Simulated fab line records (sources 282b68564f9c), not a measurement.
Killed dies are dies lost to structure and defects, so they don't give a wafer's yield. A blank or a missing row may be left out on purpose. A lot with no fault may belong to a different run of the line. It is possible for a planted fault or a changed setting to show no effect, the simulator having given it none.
The tool behind it: which one? + flow rit-cmos + at 1 step of a route of 202, 13 lots with 39 wafers sampled

== WHAT THE GAUGES SHOWED, per wafer ==
The record lacks any reading of a measuring or inspecting step that a usual standard deviation could be used to judge.

== WHAT TOOL EACH LOT RAN ON (gives the tool, then ch and the chambers of the sampled wafers, and finally the start) ==
| lot  | RIT_PSD_EXPOSE_03                  |
|------|------------------------------------|
| L992 | iline-stepper-01 ch 0, day 3 15:40 |
| L991 | iline-stepper-02 ch 0, day 3 16:23 |
| L993 | iline-stepper-02 ch 0, day 4 03:38 |
| L996 | iline-stepper-02 ch 0, day 4 13:03 |
| L997 | iline-stepper-01 ch 0, day 5 04:34 |
| L998 | iline-stepper-01 ch 0, day 5 07:26 |
| L999 | iline-stepper-01 ch 0, day 5 10:11 |
| L101 | iline-stepper-02 ch 0, day 5 21:14 |
| L102 | iline-stepper-01 ch 0, day 5 21:37 |
| L104 | iline-stepper-01 ch 0, day 6 15:30 |
| L106 | iline-stepper-01 ch 0, day 6 21:41 |
| L111 | iline-stepper-02 ch 0, day 8 03:18 |
| L113 | iline-stepper-02 ch 0, day 8 19:51 |
- RIT_PSD_EXPOSE_03: exposes mask M10, target cd 40900 nm.

== WHAT THE TOOLS THEMSELVES READ (means of the sampled wafers that have a number; where no wafer has one, the mark that the record gives instead) ==
RIT_PSD_EXPOSE_03. Usual: exposure-dose-mJ-cm2 250.01, standard deviation 0.26.
| lot  | tool             | exposure-dose-mJ-cm2 | flag |
|------|------------------|----------------------|------|
| L992 | iline-stepper-01 | 249.84               |      |
| L991 | iline-stepper-02 | 250.24               |      |
| L993 | iline-stepper-02 | 250.08               |      |
| L996 | iline-stepper-02 | 249.84               |      |
| L997 | iline-stepper-01 | 249.73               |      |
| L998 | iline-stepper-01 | 249.92               |      |
| L999 | iline-stepper-01 | 250.48               |      |
| L101 | iline-stepper-02 | 249.91               |      |
| L102 | iline-stepper-01 | 249.93               |      |
| L104 | iline-stepper-01 | 250.10               |      |
| L106 | iline-stepper-01 | 250.36               |      |
| L111 | iline-stepper-02 | 250.20               |      |
| L113 | iline-stepper-02 | 250.06               |      |

== THE ANSWER, worked out from the rows above alone ==
Rule: a lot counts as off when the mean over its wafers that have a number is more than 3 standard deviations away from the usual mean. A lot without any number at a reading at which 4 lots or more have one is off too. Any other lot the step has rows for is counted as sound. First the gauges in route order, then the tools' own readings, where a lot's mean is used as printed above. The first step at which some lot is off is used, and at that step the reading that is off furthest; a lot without a number counts as furthest.
None of the lots is off at any reading shown; this tells nothing.

== WHAT HAD BEEN PUT IN BY THE SIMULATOR ==
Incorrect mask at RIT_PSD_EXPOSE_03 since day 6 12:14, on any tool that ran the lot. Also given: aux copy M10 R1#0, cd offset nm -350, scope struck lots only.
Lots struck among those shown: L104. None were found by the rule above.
